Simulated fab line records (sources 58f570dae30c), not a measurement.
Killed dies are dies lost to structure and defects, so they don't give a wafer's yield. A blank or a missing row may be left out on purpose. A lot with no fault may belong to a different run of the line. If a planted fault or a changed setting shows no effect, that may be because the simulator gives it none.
Which tool was responsible? || flow berkeley cmos170 || 6 lots with 18 wafers sampled at 5 steps, on a route of 331 steps

## WHAT THE GAUGES READ, wafer by wafer
UCB170_PSD_TW_MEAS_10.
{"lot": "L801", "measured": "day 8 05:26", "on": "film metro-04", "PSD_TW": "2303 2299 2305"}
{"lot": "L806", "measured": "day 9 09:19", "on": "film metro-01", "PSD_TW": "2351 2340 2349"}
{"lot": "L808", "measured": "day 10 06:53", "on": "film metro-04", "PSD_TW": "2337 2326 2321"}
{"lot": "L810", "measured": "day 11 00:12", "on": "film metro-04", "PSD_TW": "30 30 30"}
{"lot": "L814", "measured": "day 12 03:37", "on": "film metro-04", "PSD_TW": "2327 2336 2325"}
{"lot": "L821", "measured": "day 13 20:35", "on": "film metro-02", "PSD_TW": "2280 2282 2288"}

## EACH LOT AND THE TOOL THAT RAN IT (in order: tool; ch and the chambers of the sampled wafers; start)
{"lot": "L801", "UCB170_ACTIVE_ETCH_15": "rie diel-02 ch 0,2,3, day 5 05:26", "UCB170_ACTIVE_STRIP_16": "plasma asher-02 ch 0,1, day 5 05:32", "UCB170_NLDD_STRIP_10": "plasma asher-03 ch 0,1, day 7 19:59", "UCB170_PSD_STRIP_09": "plasma asher-02 ch 0,1, day 8 05:19"}
{"lot": "L806", "UCB170_ACTIVE_ETCH_15": "rie diel-04 ch 0,1,2, day 6 05:36", "UCB170_ACTIVE_STRIP_16": "plasma asher-02 ch 0,1, day 6 05:42", "UCB170_NLDD_STRIP_10": "plasma asher-04 ch 0,1, day 8 22:33", "UCB170_PSD_STRIP_09": "plasma asher-04 ch 0,1, day 9 09:13"}
{"lot": "L808", "UCB170_ACTIVE_ETCH_15": "rie diel-01 ch 0,1,2, day 6 19:40", "UCB170_ACTIVE_STRIP_16": "plasma asher-02 ch 0,1, day 6 19:46", "UCB170_NLDD_STRIP_10": "plasma asher-04 ch 1, day 9 18:14", "UCB170_PSD_STRIP_09": "plasma asher-01 ch 0,1, day 10 06:47"}
{"lot": "L810", "UCB170_ACTIVE_ETCH_15": "rie diel-02 ch 0,1,3, day 7 02:37", "UCB170_ACTIVE_STRIP_16": "plasma asher-01 ch 0,1, day 7 02:43", "UCB170_NLDD_STRIP_10": "plasma asher-04 ch 0,1, day 10 14:02", "UCB170_PSD_STRIP_09": "plasma asher-04 ch 0,1, day 11 00:05"}
{"lot": "L814", "UCB170_ACTIVE_ETCH_15": "rie diel-02 ch 0,1,3, day 8 01:03", "UCB170_ACTIVE_STRIP_16": "plasma asher-02 ch 0,1, day 8 01:09", "UCB170_NLDD_STRIP_10": "plasma asher-01 ch 0,1, day 11 19:41", "UCB170_PSD_STRIP_09": "plasma asher-01 ch 0,1, day 12 03:30"}
{"lot": "L821", "UCB170_ACTIVE_ETCH_15": "rie diel-02 ch 1,2, day 10 00:19", "UCB170_ACTIVE_STRIP_16": "plasma asher-01 ch 0,1, day 10 00:27", "UCB170_NLDD_STRIP_10": "plasma asher-01 ch 0,1, day 13 11:59", "UCB170_PSD_STRIP_09": "plasma asher-02 ch 0,1, day 13 20:29"}
- UCB170_ACTIVE_ETCH_15: etches Si3N4 in CH3F/Ar/O2, stops on SiO2, target depth 242 nm, time 151 s.
- UCB170_ACTIVE_STRIP_16: strips in O2.
- UCB170_NLDD_STRIP_10: strips in O2.
- UCB170_PSD_STRIP_09: strips in O2.

## THE ANSWER, worked out from the rows above alone
Rule: the usual values come from the lots themselves. Put in order of their means at a reading, lots are off if they are a third of the lots or fewer, leave a main group of 4 or more, and stand apart from it by a gap of 3 or more times the standard deviation of the main group's means; of several such gaps the widest counts. A main group whose means are all the same, to the digits that the tables above print for the reading, isn't used. Also off: a lot with no number at a reading for which 4 or more lots have one. The other lots that the step has rows for count as sound.
Off: at UCB170_PSD_TW_MEAS_10 (PSD_TW), L810. Main group: mean 2318, sd 22.
A tool fits if, at a process step before that reading, it ran every lot that is off, and no sound lot after the first of them. Those tools and the gauges at UCB170_PSD_TW_MEAS_10 are tried in the same way. One candidate fits, namely plasma asher-04 at UCB170_NLDD_STRIP_10 and UCB170_PSD_STRIP_09. At UCB170_NLDD_STRIP_10 its last sound lot is L808 (day 9 18:14), its first lot that is off L810 (day 10 14:02): a fault that began between those two fits.

## WHAT THE SIMULATOR HAD PUT IN
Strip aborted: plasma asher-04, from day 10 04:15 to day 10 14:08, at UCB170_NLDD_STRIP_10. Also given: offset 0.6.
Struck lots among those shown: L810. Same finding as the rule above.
